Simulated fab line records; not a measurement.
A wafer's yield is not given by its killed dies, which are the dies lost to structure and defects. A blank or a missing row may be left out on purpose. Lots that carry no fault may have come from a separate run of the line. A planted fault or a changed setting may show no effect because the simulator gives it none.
The same fault as seen by 2 desks ; flow berkeley_cmos170 ; what lay behind the numbers comes last; until then each desk has only its own

## FROM THE METROLOGY DESK
Means of the sampled wafers that have a number, per lot and without regard to the tool the lot ran on: this is what the gauges read. Any lot whose mean is over 4 standard deviations away from the usual mean is out of limits and marked OUT; that distance is given in the brackets.
Columns: A = PVT_OVL at UCB170_PVT_OVL_MEAS_06, usual 4 nm; B = NLDD_TW at UCB170_NLDD_TW_MEAS_11, usual 2215; C = PSD_OVL at UCB170_PSD_OVL_MEAS_07, usual -2 nm; D = PLDD_RS at UCB170_SDANNEAL_RS_MEAS_04, usual 1032.6 ohm/sq
lot;first seen here;A;B;C;D
L504;day 7 13:44;4;2228;-4;1034.2
L506;day 7 20:35;1;2236;-3;1032.3
L505;day 7 20:41;-1;2223;3;1031.2
L507;day 8 06:11;2;2205;1;1035.9
L509;day 8 23:22;-3;2239;-2;1032.1
L508;day 8 23:55;7;2217;5;1032.7
L511;day 9 01:07;8;2230;-9;1032.1
L512;day 9 19:02;2;2194;2;1029.5
L515;day 9 19:07;10;2198;-5;1033.1
L521;day 10 16:37;-3;2207;-3;1092.0 (+27) OUT
L520;day 10 16:38;-9;2228;3;1088.9 (+26) OUT
L525;day 11 09:07;3;2208;3;1032.6
L527;day 11 23:07;7;2223;-9;1030.5
L526;day 12 00:44;8;2214;2;1034.1
This desk's result: L520, L521 out of limits, first on L521 (PLDD_RS at UCB170_SDANNEAL_RS_MEAS_04), day 12 03:23. Within limits: L504, L506, L505, L507, L509, L508, L511, L512, L515, L525, L527, L526.

## AT THE TOOL OWNER'S DESK: furnace-01
Per lot that ran on this tool, the mean of the sampled wafers carrying a number, from the tool's own readings at UCB170_SPACER_ANNEAL_02 (time 1800 s). Any lot whose mean is over 4 standard deviations away from the usual mean is out of limits and marked OUT; that distance is given in the brackets.
Columns: A = spike_tc_centre_C at UCB170_SPACER_ANNEAL_02, usual 902.2 C; B = spike_tc_load_C at UCB170_SPACER_ANNEAL_02, usual 924.4 C; C = spike_tc_source_C at UCB170_SPACER_ANNEAL_02, usual 924.3 C; D = tube_center_temp_C at UCB170_SPACER_ANNEAL_02, usual 900 C; E = tube_center_temp_C_max at UCB170_SPACER_ANNEAL_02, usual 902.3
lot;first seen here;A;B;C;D;E
L508;day 10 08:04;903.2;923.0;921.9;900;902.4
L509;day 10 08:04;902.6;923.3;922.4;900;902.1
L511;day 10 08:04;903.4;922.9;921.6;900;902.6
L520;day 11 18:31;887.2 (-11) OUT;907.6 (-8.0) OUT;906.0 (-7.3) OUT;885 (-99 or more) OUT;887.0 (-41) OUT
L521;day 11 18:31;889.0 (-9.5) OUT;907.0 (-8.3) OUT;905.7 (-7.4) OUT;885 (-99 or more) OUT;887.3 (-40) OUT
Finding of this desk: L520, L521 out of limits; the first was L520 at day 11 18:31, on spike_tc_centre_C at UCB170_SPACER_ANNEAL_02. Within limits: L508, L509, L511.

## BROUGHT TOGETHER
On L520, L521, at day 11 18:31, an alarm was possible from the tool owner's desk.
At day 12 03:23 the metrology desk could have sounded an alarm, on L520, L521.
On furnace-01, each named lot ran UCB170_SPACER_ANNEAL_02.

## WHAT HAD BEEN PUT IN BY THE SIMULATOR
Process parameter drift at UCB170_SPACER_ANNEAL_02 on furnace-01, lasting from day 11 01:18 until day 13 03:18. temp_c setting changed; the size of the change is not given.
Shown lots that were struck: L520, L521.
Hours from the fault's start to each desk's first reading out of limits: the tool owner's desk, 17; the metrology desk, 26.
